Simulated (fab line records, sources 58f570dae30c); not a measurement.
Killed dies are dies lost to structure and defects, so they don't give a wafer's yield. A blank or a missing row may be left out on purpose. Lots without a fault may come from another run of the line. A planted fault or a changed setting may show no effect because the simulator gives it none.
Split-lot experiment | flow berkeley_cmos170 | 5 lots, 23 wafers read, on a route of 331 steps

THE SPLIT
At UCB170_ACTIVE_COAT_08 (resist thk 900 nm), the setting spin_rpm was moved away from the recipe's 1500 rpm on 8 of the 23 wafers read, by -7.1% to +5.3%. The other wafers ran this setting at the recipe's value.

FROM THE SPLIT TO THE READING: what the file shows between them, 2 steps
- UCB170_ACTIVE_SOFTBAKE_09: time 60 s
- UCB170_ACTIVE_EXPOSE_10: exposes mask ACTIVE, target cd 1200 nm

THE READING
KrF_of_ACTIVE_COAT_08.thk_nm (the simulator's own value, which no gauge read), in nm, at UCB170_ACTIVE_ETCH_15 (etches Si3N4 in CH3F/Ar/O2, stops on SiO2, target depth 242 nm, time 151 s). The file gives no usual value for it. The 15 wafers here that ran the recipe average 726.5 nm, standard deviation 4 nm.

wafer  | tool, chamber at the split | spin_rpm as run, rpm | against the recipe | KrF_of_ACTIVE_COAT_08.thk_nm, nm | against lot-mates on the recipe
L077.2 | litho_track-04, 0          | 1500                 | recipe             | 724.2                            | -
L077.3 | litho_track-04, 0          | 1570                 | +4.7%              | 706.4                            | -16.2
L077.4 | litho_track-04, 0          | 1570                 | +4.7%              | 702.2                            | -20.4
L077.5 | litho_track-04, 0          | 1500                 | recipe             | 721                              | -
L077.6 | litho_track-04, 0          | 1570                 | +4.7%              | 711                              | -11.6
L074.1 | litho_track-03, 0          | 1500                 | recipe             | 721.5                            | -
L074.5 | litho_track-03, 0          | 1500                 | recipe             | 727                              | -
L074.6 | litho_track-03, 0          | 1500                 | recipe             | 723.4                            | -
L076.1 | litho_track-04, 0          | 1579                 | +5.3%              | 696.9                            | -27.0
L076.2 | litho_track-04, 0          | 1500                 | recipe             | 725.6                            | -
L076.3 | litho_track-04, 0          | 1579                 | +5.3%              | 703.8                            | -20.1
L076.4 | litho_track-04, 0          | 1500                 | recipe             | 725.7                            | -
L076.6 | litho_track-04, 0          | 1500                 | recipe             | 720.3                            | -
L081.1 | litho_track-04, 0          | 1393                 | -7.1%              | 766.1                            | +34.5
L081.2 | litho_track-04, 0          | 1500                 | recipe             | 729                              | -
L081.3 | litho_track-04, 0          | 1393                 | -7.1%              | 764.8                            | +33.1
L081.5 | litho_track-04, 0          | 1393                 | -7.1%              | 764.3                            | +32.6
L081.6 | litho_track-04, 0          | 1500                 | recipe             | 734.3                            | -
L084.1 | litho_track-02, 0          | 1500                 | recipe             | 730.5                            | -
L084.3 | litho_track-02, 0          | 1500                 | recipe             | 728.1                            | -
L084.4 | litho_track-02, 0          | 1500                 | recipe             | 731.7                            | -
L084.5 | litho_track-02, 0          | 1500                 | recipe             | 725                              | -
L084.6 | litho_track-02, 0          | 1500                 | recipe             | 729.8                            | -

THE FIT
A straight line over all 23 wafers: KrF_of_ACTIVE_COAT_08.thk_nm changes by -5.06 nm for each +1% of spin_rpm; r = -0.98; the points scatter about the line by 4 nm.
The same after taking each lot's own level away (the mean of its wafers on the recipe; 23 wafers): -4.35 nm for each +1%; r = -0.98; scatter 3.1 nm.
On that fit, the largest move of spin_rpm shifts the reading by 31 nm.
The lots' own levels span 722.60 to 731.65 nm, that is 2.3 times the standard deviation above.
So the lot-to-lot level changes the slope: the two fits differ.
Check: with one of the wafers moved furthest among these (-7.1%) left out of the fit, the line predicts +31.1 nm for it against its lot-mates. It came out at +34.5 nm against them.

OTHER SPLITS ON THESE WAFERS
These wafers also went through other splits before the reading. Each is held against what the fit with the lots' levels taken away leaves over:
other split on the same wafers       | wafers away from the commonest value | r with KrF_of_ACTIVE_COAT_08.thk_nm (lot level and that fit taken away)
UCB170_ZERO_STRIP_07 o2_flow_sccm    | 8                                    | +0.34
UCB170_NWELL_PEB_10 peb_temp_c       | 9                                    | -0.11
UCB170_NWELL_IMPLANT_14 energy_kev   | 4                                    | +0.14
UCB170_WELLDRIVE_OXIDATION_01 temp_c | 18                                   | -0.31
UCB170_ACTIVE_OXIDATION_02 temp_c    | 15                                   | +0.06

THE WHOLE CHAIN: every reading that the file lists as answering this split, in the file's order
step                   | what it does                                                               | reading                                                                       | change (the file's fit)              | r (the file's)
UCB170_ACTIVE_COAT_08  | resist thk 900 nm                                                          | KrF_of_ACTIVE_COAT_08.thk_nm (the simulator's own value, which no gauge read) | -4.6 nm for each +1% of the setting  | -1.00
UCB170_ACTIVE_ETCH_15  | etches Si3N4 in CH3F/Ar/O2, stops on SiO2, target depth 242 nm, time 151 s | KrF_of_ACTIVE_COAT_08.thk_nm (the simulator's own value, which no gauge read) | -4.36 nm for each +1% of the setting | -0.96
UCB170_ACTIVE_STRIP_16 | strips in O2                                                               | strip_time_to_endpoint_s                                                      | withheld for each +1% of the setting | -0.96

THE FILE'S OWN FIT
KrF_of_ACTIVE_COAT_08.thk_nm changes by -4.36 nm for each +1% of spin_rpm, r = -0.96.
